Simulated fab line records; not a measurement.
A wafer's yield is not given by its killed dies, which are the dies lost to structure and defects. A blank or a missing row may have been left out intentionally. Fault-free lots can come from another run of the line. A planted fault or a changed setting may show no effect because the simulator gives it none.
fab line records	flow berkeley_cmos170
record: lots: 5	wafers: 23
route steps=331 shown START@3 ZERO@7 NWELL@28 PWELL@39 ACTIVE@68 PFIELD@86 GATE@130 NLDD@167
start_h: hours from the record's first day to the start of the lot's first wafer shown	wait_h: how many hours have passed since the lot's step before this one	" as in the row above	L1.1+2: a row that stands for several wafers	- no value, or no start given	* or withheld: withheld	< > ~ a bound
route shown NAME@n: NAME is a module with steps in the file, n the number in the route of the first one	usual: mean/standard deviation of fault-free wafers	same: alike in all rows	chamber/n: place in a boat	sites: each site's reading	_std_site: standard deviation across them	_edge_site: outer sites' mean less inner sites'	radius_mm: for every site, how far away it sits from the centre of the wafer	mask NAME#n: copy n	behind: the most recent tool/chamber to have shaped the wafer	hold: reason for holding the lot/hours on hold/outcome of the hold	device: the transistor (n, p or np) that didn't switch	end of line: the same wafers' tests at the end of the route	where a step has no rows: the recipe by itself	killed: not the wafer's yield, but the dies lost to structure and defects at the first sort	map: per-die view of a wafer (x killed, . not killed, _ where there is no die)
set.NAME: setting as actually run; set.NAME@STEP: the setting as run at that earlier step	model.NAME: the simulator's own value behind a step, which no gauge read
one table per step and one row per wafer, for lots whose settings were changed on purpose
== steps ==
step: UCB170_START_OXIDATION_02
recipe: temp_c: 950	ambient: O2	target_thk_a: 200	ox_time_s: 1800
lot.wafer	tool	chamber	start_h	wait_h	set.temp_c	model.SiO2_of_START_OXIDATION_02.thk_nm
L075.1	-	-	-	3.3	923.5	14.76
L075.2	"	-	"	"	923.5	15.01
L075.3	"	-	"	"	923.5	14.98
L075.5	"	-	"	"	923.5	14.92
L075.6	"	-	"	"	923.5	14.79
L077.1	-	-	-	1.9	950	20.25
L077.2	"	-	"	"	950	19.96
L077.3	"	-	"	"	950	20
L077.4	"	-	"	"	950	19.97
L077.6	"	-	"	"	950	20.1
L079.1	furnace-02	0	39.46	4.3	950	20.41
L079.2	"	0	"	"	950	20.23
L079.5	"	0	"	"	950	20.35
L084.1	-	-	-	0.3	950	20
L084.2	"	-	"	"	950	20.26
L084.3	"	-	"	"	950	20.37
L084.5	"	-	"	"	950	20.42
L084.6	"	-	"	"	950	20.27
L085.1	-	-	-	2.8	950	19.74
L085.2	"	-	"	"	950	19.67
L085.3	"	-	"	"	950	19.97
L085.4	"	-	"	"	950	19.65
L085.6	"	-	"	"	950	19.61
step: UCB170_START_THK_MEAS_03
recipe: reads: SiO2_of_START_OXIDATION_02
usual: START_OXIDE_THK: 20.02/0.28
lot.wafer	tool	chamber	start_h	wait_h	set.temp_c@START_OXIDATION_02	START_OXIDE_THK[nm]
L075.1	film_metro-03	-	-	-	923.5	14.78
L075.2	"	-	"	"	923.5	15.02
L075.3	"	-	"	"	923.5	14.94
L075.5	"	-	"	"	923.5	14.89
L075.6	"	-	"	"	923.5	14.80
L077.1	film_metro-01	-	-	-	950	20.21
L077.2	"	-	"	"	950	19.95
L077.3	"	-	"	"	950	20.01
L077.4	"	-	"	"	950	19.93
L077.6	"	-	"	"	950	20.09
L079.1	film_metro-03	-	40.96	0.0	950	20.46
L079.2	"	-	"	"	950	20.29
L079.5	"	-	"	"	950	20.37
L084.1	film_metro-04	-	-	-	950	20.04
L084.2	"	-	"	"	950	20.24
L084.3	"	-	"	"	950	20.35
L084.5	"	-	"	"	950	20.48
L084.6	"	-	"	"	950	20.27
L085.1	film_metro-03	-	-	-	950	19.76
L085.2	"	-	"	"	950	19.68
L085.3	"	-	"	"	950	19.93
L085.4	"	-	"	"	950	19.61
L085.6	"	-	"	"	950	19.61
step: UCB170_ZERO_COAT_01
recipe: resist: KrF	spin_rpm: 1500	resist_thk_nm: 900
lot.wafer	tool	chamber	start_h	wait_h	set.spin_rpm	model.KrF_of_ZERO_COAT_01.thk_nm
L075.1	litho_track-03	0	24.47	0.1	1500	901.6
L075.2	"	0	"	"	1591	872.5
L075.3	"	0	"	"	1591	874.3
L075.5	"	0	"	"	1500	899.6
L075.6	"	0	"	"	1500	899.2
L077.1	litho_track-01	0	32.92	0.1	1552	881.5
L077.2	"	0	"	"	1500	893.9
L077.3	"	0	"	"	1552	878.1
L077.4	"	0	"	"	1552	880.6
L077.6	"	0	"	"	1500	895.9
L079.1	litho_track-02	0	47.44	0.1	1500	902.4
L079.2	"	0	"	"	1500	899.8
L079.5	"	0	"	"	1500	903.1
L084.1	litho_track-03	0	67.25	0.1	1500	902.3
L084.2	"	0	"	"	1500	903.6
L084.3	"	0	"	"	1500	902.9
L084.5	"	0	"	"	1500	903.3
L084.6	"	0	"	"	1500	901.6
L085.1	litho_track-01	0	74.32	0.1	1573	877.8
L085.2	"	0	"	"	1500	901
L085.3	"	0	"	"	1573	878.1
L085.4	"	0	"	"	1573	879.8
L085.6	"	0	"	"	1500	898.7
step: UCB170_ZERO_SOFTBAKE_02
recipe: resist: KrF	temp_c: 130	time_s: 60
step: UCB170_ZERO_EXPOSE_03
recipe: mask_id: PM_MARKS	na: 0.5	sigma_outer: 0.6	source_shape: conventional	target_cd_nm: 4000	dose_mj: 30
step: UCB170_ZERO_DEVELOP_05
recipe: developer: TMAH	develop_time_s: 45	resist: KrF	dev_temp_c: 21
step: UCB170_ZERO_ETCH_06
recipe: chemistry: CHF3/CF4/Ar	target: SiO2	time_s: 12	pressure_mtorr: 100	rf_w: 500	CHF3_flow_sccm: 50	cf4_flow_sccm: 10	Ar_flow_sccm: 120	over_etch_frac: 1.58
step: UCB170_ZERO_STRIP_07
recipe: chemistry: O2	power_w: 400	pressure_mtorr: 3500	platen_temp_c: withheld	o2_flow_sccm: 400	overash_fraction: 0.5
usual: strip_time_to_endpoint_s: 21.48/0.06
lot.wafer	tool	chamber	start_h	wait_h	set.spin_rpm@ZERO_COAT_01	strip_time_to_endpoint_s
L075.1	plasma_asher-04	0	25.80	0.0	1500	21.51
L075.2	"	1	"	"	1591	20.81
L075.3	"	1	"	"	1591	20.88
L075.5	"	0	"	"	1500	21.46
L075.6	"	1	"	"	1500	21.47
L077.1	plasma_asher-03	1	33.63	0.0	1552	21.03
L077.2	"	0	"	"	1500	21.31
L077.3	"	0	"	"	1552	20.96
L077.4	"	1	"	"	1552	21.00
L077.6	"	1	"	"	1500	21.38
L079.1	plasma_asher-03	1	48.16	0.0	1500	21.54
L079.2	"	0	"	"	1500	21.49
L079.5	"	1	"	"	1500	21.56
L084.1	plasma_asher-04	0	68.47	0.0	1500	21.54
L084.2	"	1	"	"	1500	21.57
L084.3	"	0	"	"	1500	21.52
L084.5	"	0	"	"	1500	21.56
L084.6	"	1	"	"	1500	21.51
L085.1	plasma_asher-01	0	75.64	0.0	1573	20.95
L085.2	"	1	"	"	1500	21.49
L085.3	"	0	"	"	1573	20.94
L085.4	"	1	"	"	1573	21.01
L085.6	"	0	"	"	1500	21.47
step: UCB170_NWELL_IMPLANT_14
recipe: species: P	dose_cm2: 1e+13	energy_kev: 150	tilt_deg: 7
lot.wafer	tool	chamber	start_h	wait_h	set.energy_kev	model.implant.rp_nm	model.implant.drp_nm
L075.1+2+6	implanter-01	0	40.11	0.1	142.3	174.3	60.19
L075.3+5	"	0	"	"	150	184.2	62.72
L077.1+2+3+4+6	implanter-01	0	46.47	0.1	150	180.7	62.72
L079.1+2+5	implanter-04	0	69.42	0.1	150	196.8	62.72
L084.1+2+5	implanter-03	0	85.43	0.1	150	186.5	62.72
L084.3+6	"	0	"	"	147.4	183.1	61.88
L085.1+2+4	implanter-03	0	92.60	0.1	141.4	174.6	59.89
L085.3+6	"	0	"	"	150	185.7	62.72
step: UCB170_PWELL_CVD_05
recipe: material: Si3N4	target_thk_nm: 220	temp_c: 800	precursor: SiH2Cl2/NH3	time_s: 3300	pressure_mtorr: 200	sih2cl2_flow_sccm: 25	nh3_flow_sccm: 75
lot.wafer	tool	chamber	start_h	wait_h	set.pressure_mtorr	model.Si3N4_of_PWELL_CVD_05.thk_nm
L075.1	-	-	-	0.0	200	218
L075.2	"	-	"	"	200	219
L075.3	"	-	"	"	200	219.1
L075.5	"	-	"	"	200	220.1
L075.6	"	-	"	"	200	218.8
L077.1	-	-	-	0.0	174.6	212.4
L077.2	"	-	"	"	174.6	210.8
L077.3	"	-	"	"	174.6	208.8
L077.4	"	-	"	"	174.6	210.1
L077.6	"	-	"	"	174.6	212.2
L079.1	lpcvd-01	0	85.13	0.0	200	218
L079.2	"	0	"	"	200	218.7
L079.5	"	0	"	"	200	219.1
L084.1	-	-	-	0.0	182.5	213
L084.2+6	"	-	"	"	182.5	212.8
L084.3	"	-	"	"	182.5	214
L084.5	"	-	"	"	182.5	213.8
L085.1	-	-	-	0.0	188.6	219.3
L085.2	"	-	"	"	188.6	218.4
L085.3	"	-	"	"	188.6	217.6
L085.4	"	-	"	"	188.6	219
L085.6	"	-	"	"	188.6	216.7
step: UCB170_ACTIVE_COAT_08
recipe: resist: KrF	spin_rpm: 1500	resist_thk_nm: 900
lot.wafer	tool	chamber	start_h	wait_h	set.resist_thk_nm	model.KrF_of_ACTIVE_COAT_08.thk_nm
L077.1	litho_track-04	0	96.13	0.1	900	900.4
L077.2	"	0	"	"	948.6	949.9
L077.3	"	0	"	"	900	899.9
L077.4	"	0	"	"	948.6	950.7
L077.6	"	0	"	"	900	900.8
L075.1	litho_track-02	0	96.19	0.1	900	904.4
L075.2	"	0	"	"	856.9	862.8
L075.3	"	0	"	"	900	905.3
L075.5	"	0	"	"	856.9	865.2
L075.6	"	0	"	"	900	903.6
L079.1	litho_track-03	0	119.23	0.1	900	902.4
L079.2	"	0	"	"	900	901.1
L079.5	"	0	"	"	900	900.5
L085.1	litho_track-02	0	144.46	0.1	937.3	938
L085.2	"	0	"	"	900	900.4
L085.3	"	0	"	"	937.3	936
L085.4	"	0	"	"	900	897
L085.6	"	0	"	"	900	899.3
L084.1	litho_track-03	0	144.64	0.1	879	878.3
L084.2	"	0	"	"	879	880.4
L084.3	"	0	"	"	900	900.7
L084.5	"	0	"	"	900	900.3
L084.6	"	0	"	"	879	879
step: UCB170_ACTIVE_EXPOSE_10
recipe: mask_id: ACTIVE	target_cd_nm: 1200	na: 0.5	sigma_outer: 0.6	source_shape: conventional	dose_mj: 20
lot.wafer	tool	chamber	start_h	wait_h	mask	set.dose_mj
L077.1+6	krf_scanner-02	0	96.55	0.2	ACTIVE#0	20
L077.2+3+4	"	0	"	"	ACTIVE#0	18.81
L075.1+6	krf_scanner-01	0	96.90	0.5	ACTIVE#0	20
L075.2+3+5	"	0	"	"	ACTIVE#0	21.23
L079.1+2+5	krf_scanner-01	0	119.53	0.1	ACTIVE#0	20
L085.1+4+6	krf_scanner-01	0	145.10	0.5	ACTIVE#0	20.93
L085.2+3	"	0	"	"	ACTIVE#0	20
L084.1+2+3	krf_scanner-01	0	145.22	0.4	ACTIVE#0	21.15
L084.5+6	"	0	"	"	ACTIVE#0	20
step: UCB170_ACTIVE_PEB_11
recipe: peb_temp_c: 130	peb_time_s: withheld	resist: KrF
step: UCB170_ACTIVE_DEVELOP_12
recipe: developer: TMAH	develop_time_s: 45	resist: KrF	dev_temp_c: 21
step: UCB170_ACTIVE_CD_MEAS_13
recipe: target_cd_nm: 1200
usual: cd_nm: 1199.2/1.3
lot.wafer	tool	chamber	start_h	wait_h	set.dose_mj@ACTIVE_EXPOSE_10	cd_nm
L077.1	cd_sem-01	-	97.05	-	20	1200.3
L077.2	"	-	"	"	18.81	1214.5
L077.3	"	-	"	"	18.81	1211.1
L077.4	"	-	"	"	18.81	1213.5
L077.6	"	-	"	"	20	1201.3
L075.1	cd_sem-01	-	97.32	-	20	1200.2
L075.2	"	-	"	"	21.23	1186.5
L075.3	"	-	"	"	21.23	1187.9
L075.5	"	-	"	"	21.23	1186.8
L075.6	"	-	"	"	20	1199.0
L079.1	cd_sem-02	-	120.25	-	20	1198.8
L079.2	"	-	"	"	20	1198.4
L079.5	"	-	"	"	20	1198.9
L085.1	cd_sem-02	-	145.94	-	20.93	1193.3
L085.2	"	-	"	"	20	1199.7
L085.3	"	-	"	"	20	1200.2
L085.4	"	-	"	"	20.93	1191.4
L085.6	"	-	"	"	20.93	1192.5
L084.1	cd_sem-01	-	146.01	-	21.15	1189.5
L084.2	"	-	"	"	21.15	1188.3
L084.3	"	-	"	"	21.15	1189.3
L084.5	"	-	"	"	20	1200.1
L084.6	"	-	"	"	20	1199.4
step: UCB170_ACTIVE_ETCH_15
recipe: chemistry: CH3F/Ar/O2	target: Si3N4	stop_on: SiO2	CH3F_flow_sccm: 20	Ar_flow_sccm: 50	O2_flow_sccm: 7	pressure_mtorr: 50	rf_w: 450	target_depth_a: 2420	over_etch_frac: 0.1	time_s: 151
lot.wafer	tool	chamber	start_h	wait_h	set.resist_thk_nm@ACTIVE_COAT_08	set.dose_mj@ACTIVE_EXPOSE_10	model.ACTIVE.cd_nm	model.KrF_of_ACTIVE_COAT_08.thk_nm
L077.1	rie_diel-02	2	97.20	0.0	900	20	1200	723.6
L077.2	"	3	"	"	948.6	18.81	1215	777.5
L077.3	"	0	"	"	900	18.81	1211	721
L077.4	"	1	"	"	948.6	18.81	1214	770.5
L077.6	"	3	"	"	900	20	1202	729.1
L075.1	rie_diel-04	1	97.47	0.0	900	20	1200	726.8
L075.2+5	"	0,1	"	"	856.9	21.23	1186	687.4
L075.3	"	2	"	"	900	21.23	1188	733.4
L075.6	"	0	"	"	900	20	1199	728.7
L079.1	rie_diel-04	0	120.41	0.0	900	20	1199	729.3
L079.2	"	3	"	"	900	20	1199	726
L079.5	"	0	"	"	900	20	1198	726.5
L085.1	rie_diel-04	0	146.10	0.0	937.3	20.93	1193	761.9
L085.2	"	2	"	"	900	20	1199	729.4
L085.3	"	3	"	"	937.3	20	1200	758.6
L085.4	"	1	"	"	900	20.93	1191	718.7
L085.6	"	2	"	"	900	20.93	1192	728.8
L084.1	rie_diel-02	1	146.17	0.0	879	21.15	1190	699.3
L084.2	"	3	"	"	879	21.15	1189	708
L084.3	"	2	"	"	900	21.15	1189	723.6
L084.5	"	3	"	"	900	20	1201	727.7
L084.6	"	0	"	"	879	20	1199	699.1
step: UCB170_ACTIVE_STRIP_16
recipe: chemistry: O2	power_w: 400	pressure_mtorr: 3500	platen_temp_c: withheld	o2_flow_sccm: 400	overash_fraction: 0.5
usual: strip_time_to_endpoint_s: 18.07/0.11
lot.wafer	tool	chamber	start_h	wait_h	set.resist_thk_nm@ACTIVE_COAT_08	strip_time_to_endpoint_s
L077.1	plasma_asher-01	0	97.31	0.1	900	18.07
L077.2	"	1	"	"	948.6	19.35
L077.3	"	1	"	"	900	17.99
L077.4	"	0	"	"	948.6	19.18
L077.6	"	1	"	"	900	18.20
L075.1	plasma_asher-02	0	97.57	0.1	900	18.15
L075.2	"	1	"	"	856.9	17.18
L075.3	"	0	"	"	900	18.30
L075.5	"	0	"	"	856.9	17.21
L075.6	"	1	"	"	900	18.17
L079.1	plasma_asher-04	1	120.51	0.1	900	18.19
L079.2	"	0	"	"	900	18.13
L079.5	"	0	"	"	900	18.14
L085.1	plasma_asher-01	0	146.20	0.1	937.3	18.99
L085.2	"	1	"	"	900	18.19
L085.3	"	0	"	"	937.3	18.92
L085.4	"	1	"	"	900	17.94
L085.6	"	0	"	"	900	18.20
L084.1	plasma_asher-02	0	146.27	0.1	879	17.50
L084.2	"	1	"	"	879	17.69
L084.3	"	0	"	"	900	18.07
L084.5	"	1	"	"	900	18.16
L084.6	"	0	"	"	879	17.49
step: UCB170_ACTIVE_CD_MEAS_90
recipe: target_cd_nm: 1200
usual: cd_nm: 1199.2/1.3
lot.wafer	tool	chamber	start_h	wait_h	set.dose_mj@ACTIVE_EXPOSE_10	cd_nm
L077.1	cd_sem-02	-	97.41	0.1	20	1200.7
L077.2	"	-	"	"	18.81	1215.2
L077.3	"	-	"	"	18.81	1210.5
L077.4	"	-	"	"	18.81	1213.7
L077.6	"	-	"	"	20	1201.2
L075.1	cd_sem-01	-	97.67	0.1	20	1199.6
L075.2	"	-	"	"	21.23	1186.2
L075.3	"	-	"	"	21.23	1187.8
L075.5	"	-	"	"	21.23	1186.4
L075.6	"	-	"	"	20	1198.9
L079.1	cd_sem-02	-	121.09	0.6	20	1198.5
L079.2	"	-	"	"	20	1198.7
L079.5	"	-	"	"	20	1198.3
L085.1	cd_sem-01	-	146.30	0.1	20.93	1193.4
L085.2	"	-	"	"	20	1199.3
L085.3	"	-	"	"	20	1200.1
L085.4	"	-	"	"	20.93	1191.8
L085.6	"	-	"	"	20.93	1192.3
L084.1	cd_sem-01	-	146.42	0.1	21.15	1189.7
L084.2	"	-	"	"	21.15	1189.1
L084.3	"	-	"	"	21.15	1189.0
L084.5	"	-	"	"	20	1200.7
L084.6	"	-	"	"	20	1199.0
step: UCB170_PFIELD_IMPLANT_07
recipe: species: B	dose_cm2: 2e+13	energy_kev: 80	tilt_deg: 7
lot.wafer	tool	chamber	start_h	wait_h	set.dose_cm2
L077.1+2+6	implanter-02	0	99.29	0.0	2.062e+13
L077.3+4	"	0	"	"	2e+13
L075.1+5	implanter-04	0	99.50	0.0	2e+13
L075.2+3+6	"	0	"	"	1.873e+13
L079.1+2+5	implanter-02	0	123.11	0.0	2e+13
L085.1+2+6	implanter-02	0	147.98	0.0	2.137e+13
L085.3+4	"	0	"	"	2e+13
L084.1+5+6	implanter-01	0	148.26	0.0	1.875e+13
L084.2+3	"	0	"	"	2e+13
step: UCB170_PFIELD_STRIP_08
recipe: chemistry: O2	power_w: 400	pressure_mtorr: 3500	platen_temp_c: withheld	o2_flow_sccm: 400	overash_fraction: 0.5
step: UCB170_PFIELD_TW_MEAS_09
usual: PFIELD_TW: 600/5.9
lot.wafer	tool	chamber	start_h	wait_h	set.dose_cm2@PFIELD_IMPLANT_07	PFIELD_TW
L077.1	film_metro-01	-	99.54	0.1	2.062e+13	605
L077.2	"	-	"	"	2.062e+13	599
L077.3	"	-	"	"	2e+13	598
L077.4	"	-	"	"	2e+13	597
L077.6	"	-	"	"	2.062e+13	599
L075.1	film_metro-01	-	99.75	0.1	2e+13	595
L075.2	"	-	"	"	1.873e+13	581
L075.3	"	-	"	"	1.873e+13	584
L075.5	"	-	"	"	2e+13	597
L075.6	"	-	"	"	1.873e+13	585
L079.1	film_metro-01	-	123.36	0.1	2e+13	595
L079.2	"	-	"	"	2e+13	595
L079.5	"	-	"	"	2e+13	596
L085.1	film_metro-02	-	148.23	0.1	2.137e+13	614
L085.2	"	-	"	"	2.137e+13	617
L085.3	"	-	"	"	2e+13	599
L085.4	"	-	"	"	2e+13	604
L085.6	"	-	"	"	2.137e+13	613
L084.1	film_metro-02	-	148.51	0.1	1.875e+13	589
L084.2	"	-	"	"	2e+13	603
L084.3	"	-	"	"	2e+13	603
L084.5	"	-	"	"	1.875e+13	585
L084.6	"	-	"	"	1.875e+13	593
step: UCB170_GATE_CVD_04
recipe: material: poly-Si	temp_c: 610	precursor: SiH4	time_s: 1440	pressure_mtorr: 375	target_thk_nm: 214	sih4_flow_sccm: 120
lot.wafer	tool	chamber	start_h	wait_h	set.sih4_flow_sccm	model.poly-Si_of_GATE_CVD_04.thk_nm
L075.1	-	-	-	0.0	120	214.8
L075.2	"	-	"	"	120	213.1
L075.3	"	-	"	"	120	214.7
L075.5	"	-	"	"	120	213.7
L075.6	"	-	"	"	120	214.1
L077.1	-	-	-	0.0	128.2	229.7
L077.2+4	"	-	"	"	128.2	231.3
L077.3	"	-	"	"	128.2	231.6
L077.6	"	-	"	"	128.2	230.6
L079.1	lpcvd-01	0	170.94	0.0	120	213.3
L079.2	"	0	"	"	120	212.5
L079.5	"	0	"	"	120	212
L084.1	-	-	-	0.0	134.5	238.8
L084.2	"	-	"	"	134.5	237.1
L084.3	"	-	"	"	134.5	238
L084.5	"	-	"	"	134.5	236
L084.6	"	-	"	"	134.5	239.6
L085.1	-	-	-	0.0	133.1	234.7
L085.2	"	-	"	"	133.1	236.1
L085.3	"	-	"	"	133.1	235.7
L085.4	"	-	"	"	133.1	234
L085.6	"	-	"	"	133.1	234.4
step: UCB170_GATE_THK_MEAS_05
recipe: reads: poly-Si_of_GATE_CVD_04
usual: GATE_POLY_THK: 213.8/2.2
lot.wafer	tool	chamber	start_h	wait_h	set.sih4_flow_sccm@GATE_CVD_04	GATE_POLY_THK[nm]
L075.1	film_metro-02	-	-	-	120	214.8
L075.2	"	-	"	"	120	213.1
L075.3	"	-	"	"	120	214.8
L075.5	"	-	"	"	120	213.7
L075.6	"	-	"	"	120	214.0
L077.1	film_metro-03	-	-	-	128.2	229.7
L077.2	"	-	"	"	128.2	231.2
L077.3	"	-	"	"	128.2	231.8
L077.4	"	-	"	"	128.2	231.3
L077.6	"	-	"	"	128.2	230.7
L079.1	film_metro-03	-	172.41	0.1	120	213.3
L079.2	"	-	"	"	120	212.5
L079.5	"	-	"	"	120	212.0
L084.1	film_metro-03	-	-	-	134.5	238.8
L084.2	"	-	"	"	134.5	236.9
L084.3	"	-	"	"	134.5	238.1
L084.5	"	-	"	"	134.5	236.1
L084.6	"	-	"	"	134.5	239.7
L085.1	film_metro-02	-	-	-	133.1	234.7
L085.2	"	-	"	"	133.1	236.2
L085.3	"	-	"	"	133.1	235.6
L085.4	"	-	"	"	133.1	234.1
L085.6	"	-	"	"	133.1	234.6
step: UCB170_NLDD_IMPLANT_09
recipe: species: As	dose_cm2: 5e+13	energy_kev: 30	tilt_deg: 7	rotation_deg: 180
lot.wafer	tool	chamber	start_h	wait_h	set.energy_kev	model.implant.rp_nm	model.implant.drp_nm
L077.1+2+6	implanter-01	0	161.67	0.1	30.99	20.85	9.842
L077.3+4	"	0	"	"	30	20.33	9.611
L075.1+5	implanter-04	0	162.00	0.1	30	20.85	9.611
L075.2+3+6	"	0	"	"	31.21	21.49	9.894
L079.1+2+5	implanter-02	0	180.94	0.1	30	21.17	9.611
L085.1+4	implanter-04	0	210.62	0.1	30	22.05	9.611
L085.2+3+6	"	0	"	"	28.36	21.13	9.227
L084.1+2+3	implanter-02	0	211.43	0.1	30	21.86	9.611
L084.5+6	"	0	"	"	30.62	22.21	9.755
== key ==
split: step: UCB170_START_OXIDATION_02	setting: temp_c	stated: 950	by: lot
response: step: UCB170_START_OXIDATION_02	reading: model.SiO2_of_START_OXIDATION_02.thk_nm	change: +1.86	per: 1%	r: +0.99
response: step: UCB170_START_THK_MEAS_03	reading: START_OXIDE_THK	change: +1.86	per: 1%	r: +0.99
split: step: UCB170_ZERO_COAT_01	setting: spin_rpm	stated: 1500	by: wafer
response: step: UCB170_ZERO_COAT_01	reading: model.KrF_of_ZERO_COAT_01.thk_nm	change: -4.37	per: 1%	r: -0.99
response: step: UCB170_ZERO_STRIP_07	reading: strip_time_to_endpoint_s	change: *	per: 1%	r: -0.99
split: step: UCB170_NWELL_IMPLANT_14	setting: energy_kev	stated: 150	by: wafer
response: step: UCB170_NWELL_IMPLANT_14	reading: model.implant.rp_nm	change: +1.93	per: 1%	r: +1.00
response: step: UCB170_NWELL_IMPLANT_14	reading: model.implant.drp_nm	change: +0.494	per: 1%	r: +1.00
split: step: UCB170_PWELL_CVD_05	setting: pressure_mtorr	stated: 200	by: lot
response: step: UCB170_PWELL_CVD_05	reading: model.Si3N4_of_PWELL_CVD_05.thk_nm	change: +0.638	per: 1%	r: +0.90
split: step: UCB170_ACTIVE_COAT_08	setting: resist_thk_nm	stated: 900	by: wafer
response: step: UCB170_ACTIVE_COAT_08	reading: model.KrF_of_ACTIVE_COAT_08.thk_nm	change: +8.98	per: 1%	r: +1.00
response: step: UCB170_ACTIVE_ETCH_15	reading: model.KrF_of_ACTIVE_COAT_08.thk_nm	change: +8.93	per: 1%	r: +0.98
response: step: UCB170_ACTIVE_STRIP_16	reading: strip_time_to_endpoint_s	change: *	per: 1%	r: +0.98
split: step: UCB170_ACTIVE_EXPOSE_10	setting: dose_mj	stated: 20	by: wafer
response: step: UCB170_ACTIVE_CD_MEAS_13	reading: cd_nm	change: -1.93	per: 1%	r: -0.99
response: step: UCB170_ACTIVE_ETCH_15	reading: model.ACTIVE.cd_nm	change: -1.91	per: 1%	r: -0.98
response: step: UCB170_ACTIVE_CD_MEAS_90	reading: cd_nm	change: -1.9	per: 1%	r: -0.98
split: step: UCB170_PFIELD_IMPLANT_07	setting: dose_cm2	stated: 2e+13	by: wafer
response: step: UCB170_PFIELD_TW_MEAS_09	reading: PFIELD_TW	change: +1.99	per: 1%	r: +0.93
split: step: UCB170_GATE_CVD_04	setting: sih4_flow_sccm	stated: 120	by: lot
response: step: UCB170_GATE_CVD_04	reading: model.poly-Si_of_GATE_CVD_04.thk_nm	change: +2.01	per: 1%	r: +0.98
response: step: UCB170_GATE_THK_MEAS_05	reading: GATE_POLY_THK	change: +2.01	per: 1%	r: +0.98
split: step: UCB170_NLDD_IMPLANT_09	setting: energy_kev	stated: 30	by: wafer
response: step: UCB170_NLDD_IMPLANT_09	reading: model.implant.rp_nm	change: +0.163	per: 1%	r: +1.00
response: step: UCB170_NLDD_IMPLANT_09	reading: model.implant.drp_nm	change: +0.0702	per: 1%	r: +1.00
